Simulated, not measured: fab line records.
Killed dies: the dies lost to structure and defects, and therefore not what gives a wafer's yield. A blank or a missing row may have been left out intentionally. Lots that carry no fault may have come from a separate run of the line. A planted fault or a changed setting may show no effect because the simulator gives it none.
Which tool was responsible? ; flow rit-cmos ; Sampling: 7 lots, 21 wafers, 2 of 202 route steps

WHAT THE GAUGES SHOWED, per wafer
RIT_WELLDRIVE_RS_MEAS_01: a four-point-probe measurement.
lot;measured;on;NWELL_RS (ohm/sq)
L572;day 3 02:33;film-metro-03;275.3 275.2 275.8
L575;day 3 15:17;film-metro-01;275.8 276.2 275.9
L577;day 4 03:34;film-metro-03;275.2 275.6 275.7
L579;day 4 11:05;film-metro-03;274.4 274.4 274.4
L583;day 5 09:48;film-metro-03;293.4 288.9 279.8
L585;day 5 20:04;film-metro-04;284.7 281.9 277.6
L590;day 7 01:36;film-metro-01;275.0 275.4 276.1

WHAT TOOL EACH LOT RAN ON (gives the tool, then ch and the chambers of the sampled wafers, and finally the start)
lot;RIT_WELLDRIVE_ANNEAL_00
L572;furnace-04 ch 0, day 2 21:28
L575;furnace-02 ch 0, day 3 10:12
L577;furnace-04 ch 0, day 3 22:28
L579;furnace-02 ch 0, day 4 06:00
L583;furnace-04 ch 0, day 5 04:43
L585;furnace-04 ch 0, day 5 14:56
L590;furnace-01 ch 0, day 6 20:31
- RIT_WELLDRIVE_ANNEAL_00: time 14700 s.

THE ANSWER, worked out from the rows above alone
Rule: what is usual is taken from the lots themselves. The widest of any qualifying gaps counts: lots, ordered by their means at a reading, are off when they make up no more than a third of the lots, leave a main group of 4 or more, and stand apart from it by 3 or more times the standard deviation of that group's means. The tables above print the reading to a certain number of digits; a main group whose means all agree to those digits is not used. A lot without any number at a reading at which 4 lots or more have one is off too. The other lots that the step has rows for count as sound.
Off: L583, L585, at RIT_WELLDRIVE_RS_MEAS_01 (NWELL_RS). Mean 275.4 ohm/sq and standard deviation 0.52 in the main group.
A tool fits if, at a process step before that reading, it ran every lot that is off, and no sound lot after the first of them. Those tools and the gauges at RIT_WELLDRIVE_RS_MEAS_01 are tried in the same way. One fits: furnace-04 at RIT_WELLDRIVE_ANNEAL_00. A fault onset in the window from L577 (day 3 22:28, its last sound lot) to L583 (day 5 04:43, its first lot off) fits.

WHAT THE SIMULATOR HAD PUT IN
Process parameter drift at RIT_WELLDRIVE_ANNEAL_00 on furnace-04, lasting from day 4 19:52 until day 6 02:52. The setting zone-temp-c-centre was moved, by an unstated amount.
Struck lots among those shown: L583, L585. The same result came from the rule above.
